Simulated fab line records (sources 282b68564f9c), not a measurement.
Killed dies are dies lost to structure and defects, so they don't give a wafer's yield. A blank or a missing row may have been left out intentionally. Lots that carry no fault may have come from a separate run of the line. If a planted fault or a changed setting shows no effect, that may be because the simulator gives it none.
fab line records / flow rit-cmos
record: lots: 16 wafers: 48 last-day: 8
route steps=202 shown NSD@134
lots untouched by any fault: they come from a run of this same line in which no faults occurred
start-h: hours from the record's opening day to when the first of the lot's shown wafers began / wait-h: hours elapsed since this lot's preceding step / " repeats the value in the row above / L1.1+2: several wafers, shown together as one row / - no value, or no start given / * or withheld: withheld / < > ~ a bound
route shown NAME@n: a module of which the file shows steps, and the number in the route of the first / usual: average and standard deviation across the fault-free wafers / same: alike in all rows / chamber/n: place in a boat / sites: each site's reading / _std_site: how widely they spread, as a standard deviation / _edge_site: inner sites' mean taken away from outer sites' mean / radius-mm: for every site, how far away it sits from the centre of the wafer / mask NAME#n: copy n / behind: the tool/chamber that last shaped the wafer / hold: why the lot was held/for how many hours/how that ended / device: which transistor (n, p or np) failed to switch / end of line: the tests these same wafers got at the end of their route / a step given without rows: its recipe and nothing more / killed: not the wafer's yield, but the dies lost to structure and defects at the first sort / map: per-die view of a wafer (x killed, . not killed, _ where there is no die)
set.NAME: setting as actually run; set.NAME@STEP: the setting as run at that earlier step / model.NAME: the simulator's own value behind a step, which no gauge read
one table for each step of the route and one row for each wafer, over a sample of lots
services: the hour from which a tool's chamber was out of use, counted from the record's first day as start-h (under 0 if before that day), plus the number of hours and why
== steps ==
step: RIT_NSD_EXPOSE_03
recipe: mask-id: M9 na: 0.57 target-cd-nm: 40700 dose-mj: 250
usual: exposure-dose-mJ-cm2: 249.96/0.24
lot.wafer=L660.4 tool=iline-stepper-01 chamber=0 start-h=53.41 wait-h=0.1 mask=M9#0 exposure-dose-mJ-cm2=250.13
lot.wafer=L660.5 tool=iline-stepper-01 chamber=0 start-h=53.41 wait-h=0.1 mask=M9#0 exposure-dose-mJ-cm2=249.83
lot.wafer=L660.6 tool=iline-stepper-01 chamber=0 start-h=53.41 wait-h=0.1 mask=M9#0 exposure-dose-mJ-cm2=250.03
lot.wafer=L661.1 tool=iline-stepper-01 chamber=0 start-h=60.84 wait-h=0.1 mask=M9#0 exposure-dose-mJ-cm2=249.77
lot.wafer=L661.5 tool=iline-stepper-01 chamber=0 start-h=60.84 wait-h=0.1 mask=M9#0 exposure-dose-mJ-cm2=249.99
lot.wafer=L661.6 tool=iline-stepper-01 chamber=0 start-h=60.84 wait-h=0.1 mask=M9#0 exposure-dose-mJ-cm2=249.88
lot.wafer=L662.2 tool=iline-stepper-01 chamber=0 start-h=66.98 wait-h=0.1 mask=M9#0 exposure-dose-mJ-cm2=249.78
lot.wafer=L662.4 tool=iline-stepper-01 chamber=0 start-h=66.98 wait-h=0.1 mask=M9#0 exposure-dose-mJ-cm2=249.50
lot.wafer=L662.6 tool=iline-stepper-01 chamber=0 start-h=66.98 wait-h=0.1 mask=M9#0 exposure-dose-mJ-cm2=249.73
lot.wafer=L664.1 tool=iline-stepper-02 chamber=0 start-h=74.35 wait-h=0.2 mask=M9#0 exposure-dose-mJ-cm2=250.10
lot.wafer=L664.4 tool=iline-stepper-02 chamber=0 start-h=74.35 wait-h=0.2 mask=M9#0 exposure-dose-mJ-cm2=249.81
lot.wafer=L664.5 tool=iline-stepper-02 chamber=0 start-h=74.35 wait-h=0.2 mask=M9#0 exposure-dose-mJ-cm2=250.29
lot.wafer=L665.1 tool=iline-stepper-02 chamber=0 start-h=81.61 wait-h=0.1 mask=M9#0 exposure-dose-mJ-cm2=249.92
lot.wafer=L665.2 tool=iline-stepper-02 chamber=0 start-h=81.61 wait-h=0.1 mask=M9#0 exposure-dose-mJ-cm2=250.02
lot.wafer=L665.4 tool=iline-stepper-02 chamber=0 start-h=81.61 wait-h=0.1 mask=M9#0 exposure-dose-mJ-cm2=250.21
lot.wafer=L666.1 tool=iline-stepper-01 chamber=0 start-h=86.84 wait-h=0.2 mask=M9#0 exposure-dose-mJ-cm2=250.06
lot.wafer=L666.2 tool=iline-stepper-01 chamber=0 start-h=86.84 wait-h=0.2 mask=M9#0 exposure-dose-mJ-cm2=250.38
lot.wafer=L666.6 tool=iline-stepper-01 chamber=0 start-h=86.84 wait-h=0.2 mask=M9#0 exposure-dose-mJ-cm2=250.38
lot.wafer=L667.2 tool=iline-stepper-01 chamber=0 start-h=89.25 wait-h=0.1 mask=M9#0 exposure-dose-mJ-cm2=250.01
lot.wafer=L667.5 tool=iline-stepper-01 chamber=0 start-h=89.25 wait-h=0.1 mask=M9#0 exposure-dose-mJ-cm2=249.48
lot.wafer=L667.6 tool=iline-stepper-01 chamber=0 start-h=89.25 wait-h=0.1 mask=M9#0 exposure-dose-mJ-cm2=249.70
lot.wafer=L668.2 tool=iline-stepper-02 chamber=0 start-h=93.43 wait-h=0.2 mask=M9#0 exposure-dose-mJ-cm2=250.73
lot.wafer=L668.3 tool=iline-stepper-02 chamber=0 start-h=93.43 wait-h=0.2 mask=M9#0 exposure-dose-mJ-cm2=250.22
lot.wafer=L668.4 tool=iline-stepper-02 chamber=0 start-h=93.43 wait-h=0.2 mask=M9#0 exposure-dose-mJ-cm2=250.60
lot.wafer=L669.2 tool=iline-stepper-02 chamber=0 start-h=102.04 wait-h=0.1 mask=M9#0 exposure-dose-mJ-cm2=249.76
lot.wafer=L669.5 tool=iline-stepper-02 chamber=0 start-h=102.04 wait-h=0.1 mask=M9#0 exposure-dose-mJ-cm2=250.15
lot.wafer=L669.6 tool=iline-stepper-02 chamber=0 start-h=102.04 wait-h=0.1 mask=M9#0 exposure-dose-mJ-cm2=249.70
lot.wafer=L670.1 tool=iline-stepper-02 chamber=0 start-h=103.86 wait-h=0.1 mask=M9#0 exposure-dose-mJ-cm2=250.09
lot.wafer=L670.2 tool=iline-stepper-02 chamber=0 start-h=103.86 wait-h=0.1 mask=M9#0 exposure-dose-mJ-cm2=249.76
lot.wafer=L670.6 tool=iline-stepper-02 chamber=0 start-h=103.86 wait-h=0.1 mask=M9#0 exposure-dose-mJ-cm2=249.46
lot.wafer=L672.1 tool=iline-stepper-01 chamber=0 start-h=115.92 wait-h=0.2 mask=M9#0 exposure-dose-mJ-cm2=250.31
lot.wafer=L672.2 tool=iline-stepper-01 chamber=0 start-h=115.92 wait-h=0.2 mask=M9#0 exposure-dose-mJ-cm2=250.24
lot.wafer=L672.5 tool=iline-stepper-01 chamber=0 start-h=115.92 wait-h=0.2 mask=M9#0 exposure-dose-mJ-cm2=250.69
lot.wafer=L674.2 tool=iline-stepper-02 chamber=0 start-h=122.46 wait-h=0.1 mask=M9#0 exposure-dose-mJ-cm2=250.00
lot.wafer=L674.4 tool=iline-stepper-02 chamber=0 start-h=122.46 wait-h=0.1 mask=M9#0 exposure-dose-mJ-cm2=250.06
lot.wafer=L674.5 tool=iline-stepper-02 chamber=0 start-h=122.46 wait-h=0.1 mask=M9#0 exposure-dose-mJ-cm2=249.62
lot.wafer=L676.1 tool=iline-stepper-02 chamber=0 start-h=132.98 wait-h=0.2 mask=M9#0 exposure-dose-mJ-cm2=249.83
lot.wafer=L676.5 tool=iline-stepper-02 chamber=0 start-h=132.98 wait-h=0.2 mask=M9#0 exposure-dose-mJ-cm2=249.78
lot.wafer=L676.6 tool=iline-stepper-02 chamber=0 start-h=132.98 wait-h=0.2 mask=M9#0 exposure-dose-mJ-cm2=249.71
lot.wafer=L677.1 tool=iline-stepper-02 chamber=0 start-h=144.96 wait-h=0.1 mask=M9#0 exposure-dose-mJ-cm2=249.85
lot.wafer=L677.2 tool=iline-stepper-02 chamber=0 start-h=144.96 wait-h=0.1 mask=M9#0 exposure-dose-mJ-cm2=250.11
lot.wafer=L677.4 tool=iline-stepper-02 chamber=0 start-h=144.96 wait-h=0.1 mask=M9#0 exposure-dose-mJ-cm2=250.05
lot.wafer=L678.1 tool=iline-stepper-02 chamber=0 start-h=149.52 wait-h=0.1 mask=M9#0 exposure-dose-mJ-cm2=250.03
lot.wafer=L678.5 tool=iline-stepper-02 chamber=0 start-h=149.52 wait-h=0.1 mask=M9#0 exposure-dose-mJ-cm2=249.83
lot.wafer=L678.6 tool=iline-stepper-02 chamber=0 start-h=149.52 wait-h=0.1 mask=M9#0 exposure-dose-mJ-cm2=249.72
lot.wafer=L682.1 tool=iline-stepper-01 chamber=0 start-h=171.63 wait-h=0.2 mask=M9#0 exposure-dose-mJ-cm2=249.98
lot.wafer=L682.3 tool=iline-stepper-01 chamber=0 start-h=171.63 wait-h=0.2 mask=M9#0 exposure-dose-mJ-cm2=250.30
lot.wafer=L682.4 tool=iline-stepper-01 chamber=0 start-h=171.63 wait-h=0.2 mask=M9#0 exposure-dose-mJ-cm2=249.91
step: RIT_NSD_OVL_MEAS_06
usual: NSD_OVL: 0.2/1.3
lot.wafer=L660.4 tool=overlay-01 chamber=- start-h=53.77 wait-h=- NSD_OVL[nm]=1.7
lot.wafer=L660.5 tool=overlay-01 chamber=- start-h=53.77 wait-h=- NSD_OVL[nm]=-0.7
lot.wafer=L660.6 tool=overlay-01 chamber=- start-h=53.77 wait-h=- NSD_OVL[nm]=1.1
lot.wafer=L661.1 tool=overlay-01 chamber=- start-h=61.24 wait-h=- NSD_OVL[nm]=1.7
lot.wafer=L661.5 tool=overlay-01 chamber=- start-h=61.24 wait-h=- NSD_OVL[nm]=0.8
lot.wafer=L661.6 tool=overlay-01 chamber=- start-h=61.24 wait-h=- NSD_OVL[nm]=-0.7
lot.wafer=L662.2 tool=overlay-02 chamber=- start-h=67.37 wait-h=- NSD_OVL[nm]=1.3
lot.wafer=L662.4 tool=overlay-02 chamber=- start-h=67.37 wait-h=- NSD_OVL[nm]=2.4
lot.wafer=L662.6 tool=overlay-02 chamber=- start-h=67.37 wait-h=- NSD_OVL[nm]=3.1
lot.wafer=L664.1 tool=overlay-01 chamber=- start-h=74.77 wait-h=- NSD_OVL[nm]=0.1
lot.wafer=L664.4 tool=overlay-01 chamber=- start-h=74.77 wait-h=- NSD_OVL[nm]=1.6
lot.wafer=L664.5 tool=overlay-01 chamber=- start-h=74.77 wait-h=- NSD_OVL[nm]=-0.2
lot.wafer=L665.1 tool=overlay-01 chamber=- start-h=82.01 wait-h=- NSD_OVL[nm]=-0.2
lot.wafer=L665.2 tool=overlay-01 chamber=- start-h=82.01 wait-h=- NSD_OVL[nm]=0.2
lot.wafer=L665.4 tool=overlay-01 chamber=- start-h=82.01 wait-h=- NSD_OVL[nm]=-1.0
lot.wafer=L666.1 tool=overlay-01 chamber=- start-h=87.24 wait-h=- NSD_OVL[nm]=-0.5
lot.wafer=L666.2 tool=overlay-01 chamber=- start-h=87.24 wait-h=- NSD_OVL[nm]=-0.9
lot.wafer=L666.6 tool=overlay-01 chamber=- start-h=87.24 wait-h=- NSD_OVL[nm]=0.2
lot.wafer=L667.2 tool=overlay-01 chamber=- start-h=89.64 wait-h=- NSD_OVL[nm]=-1.4
lot.wafer=L667.5 tool=overlay-01 chamber=- start-h=89.64 wait-h=- NSD_OVL[nm]=-1.5
lot.wafer=L667.6 tool=overlay-01 chamber=- start-h=89.64 wait-h=- NSD_OVL[nm]=0.8
lot.wafer=L668.2 tool=overlay-01 chamber=- start-h=93.82 wait-h=- NSD_OVL[nm]=-0.1
lot.wafer=L668.3 tool=overlay-01 chamber=- start-h=93.82 wait-h=- NSD_OVL[nm]=0.5
lot.wafer=L668.4 tool=overlay-01 chamber=- start-h=93.82 wait-h=- NSD_OVL[nm]=-2.1
lot.wafer=L669.2 tool=overlay-01 chamber=- start-h=102.43 wait-h=- NSD_OVL[nm]=-1.5
lot.wafer=L669.5 tool=overlay-01 chamber=- start-h=102.43 wait-h=- NSD_OVL[nm]=-0.8
lot.wafer=L669.6 tool=overlay-01 chamber=- start-h=102.43 wait-h=- NSD_OVL[nm]=-2.0
lot.wafer=L670.1 tool=overlay-01 chamber=- start-h=104.26 wait-h=- NSD_OVL[nm]=-0.9
lot.wafer=L670.2 tool=overlay-01 chamber=- start-h=104.26 wait-h=- NSD_OVL[nm]=-0.2
lot.wafer=L670.6 tool=overlay-01 chamber=- start-h=104.26 wait-h=- NSD_OVL[nm]=-0.4
lot.wafer=L672.1 tool=overlay-01 chamber=- start-h=116.32 wait-h=- NSD_OVL[nm]=-0.9
lot.wafer=L672.2 tool=overlay-01 chamber=- start-h=116.32 wait-h=- NSD_OVL[nm]=-1.3
lot.wafer=L672.5 tool=overlay-01 chamber=- start-h=116.32 wait-h=- NSD_OVL[nm]=-0.7
lot.wafer=L674.2 tool=overlay-02 chamber=- start-h=122.96 wait-h=- NSD_OVL[nm]=421.7
lot.wafer=L674.4 tool=overlay-02 chamber=- start-h=122.96 wait-h=- NSD_OVL[nm]=420.2
lot.wafer=L674.5 tool=overlay-02 chamber=- start-h=122.96 wait-h=- NSD_OVL[nm]=422.2
lot.wafer=L676.1 tool=overlay-02 chamber=- start-h=133.38 wait-h=- NSD_OVL[nm]=420.5
lot.wafer=L676.5 tool=overlay-02 chamber=- start-h=133.38 wait-h=- NSD_OVL[nm]=418.9
lot.wafer=L676.6 tool=overlay-02 chamber=- start-h=133.38 wait-h=- NSD_OVL[nm]=420.7
lot.wafer=L677.1 tool=overlay-02 chamber=- start-h=145.36 wait-h=- NSD_OVL[nm]=419.9
lot.wafer=L677.2 tool=overlay-02 chamber=- start-h=145.36 wait-h=- NSD_OVL[nm]=420.2
lot.wafer=L677.4 tool=overlay-02 chamber=- start-h=145.36 wait-h=- NSD_OVL[nm]=421.4
lot.wafer=L678.1 tool=overlay-01 chamber=- start-h=149.92 wait-h=- NSD_OVL[nm]=418.1
lot.wafer=L678.5 tool=overlay-01 chamber=- start-h=149.92 wait-h=- NSD_OVL[nm]=419.4
lot.wafer=L678.6 tool=overlay-01 chamber=- start-h=149.92 wait-h=- NSD_OVL[nm]=419.0
lot.wafer=L682.1 tool=overlay-02 chamber=- start-h=172.03 wait-h=- NSD_OVL[nm]=0.3
lot.wafer=L682.3 tool=overlay-02 chamber=- start-h=172.03 wait-h=- NSD_OVL[nm]=2.9
lot.wafer=L682.4 tool=overlay-02 chamber=- start-h=172.03 wait-h=- NSD_OVL[nm]=1.3
== services ==
tool=iline-stepper-02 chamber=- start-h=45.89 hours=4.4 kind=pm
tool=iline-stepper-02 chamber=- start-h=50.33 hours=1.7 kind=pm
tool=iline-stepper-01 chamber=- start-h=108.47 hours=4.4 kind=pm
tool=iline-stepper-01 chamber=- start-h=144.67 hours=8.9 kind=pm
tool=iline-stepper-01 chamber=- start-h=157.87 hours=1.7 kind=pm
== key ==
first-sign: step: RIT_NSD_OVL_MEAS_06 reading: NSD_OVL direction: up sigmas: 99+ usual: 0.2 struck: 420.2
effect none on later readings
met-at RIT_NSD_EXPOSE_03
struck-lots L674,L676,L677,L678
tester-left-out L674,L676,L677,L678
onset-between 103.86 122.46
fault: kind: scanner-matching-overlay tool: iline-stepper-02 chamber: - onset-h: 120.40 steps: RIT_NSD_EXPOSE_03 offset: 420
tester-left-out: of these lots the tester's yield and bins aren't shown, on N5 and GAA mostly nor the transistor test; their killed dies are dies lost to structure and defects alone, not to doping, threshold or leakage, so they don't give the yield
